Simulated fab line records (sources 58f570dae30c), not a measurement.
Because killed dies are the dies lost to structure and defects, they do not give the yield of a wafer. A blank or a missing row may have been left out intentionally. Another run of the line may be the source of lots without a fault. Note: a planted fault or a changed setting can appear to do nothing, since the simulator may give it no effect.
Matching of chambers ; flow berkeley-cmos170 ; UCB170_SPACER_CVD_00 on pecvd-04: 3 sister chambers
The step deposits SiO2 from TEOS/O2, target thk 376 nm, time 47 s. 3 wafers are shown with their chamber, then 7 later ones without.

== EACH WAFER AND ITS CHAMBER ==
wafer;chamber;heater-power-w (W)
L499.6;1;221
L509.1;2;213
L509.2;0;249

== WAFERS WITHOUT THEIR CHAMBER ==
wafer;heater-power-w (W)
L509.3;206
L512.1;254
L512.4;256
L512.5;329
L513.1;256
L513.2;256
L513.6;258

== WHICH CHAMBER EACH ONE RAN IN ==
wafer;from the rows above;in truth
L509.3;can't be placed: 2 or 1 or 0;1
L512.1;can't be placed: 0 or 1 or 2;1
L512.4;can't be placed: 0 or 1 or 2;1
L512.5;can't be placed: 0 or 1 or 2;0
L513.1;can't be placed: 0 or 1 or 2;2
L513.2;can't be placed: 0 or 1 or 2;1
L513.6;can't be placed: 0 or 1 or 2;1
Correct placement for 0 of the 7. These rows do not allow placing 7 (true chamber among the candidates in 7). Placed wrongly: 0.
How it was worked out, from the rows above alone: a wafer's distance from a chamber is the root of the sum, over the readings, of the square of ((its reading less the chamber's mean) divided by the reading's scatter). If the next closest chamber is less than 2 further off than the closest, the wafer can't be placed; otherwise it belongs to the closest. Each chamber's mean is taken over the wafers shown for it. The scatter: root of mean squared gap, hidden wafer to nearest shown wafer, with one shown wafer a chamber.
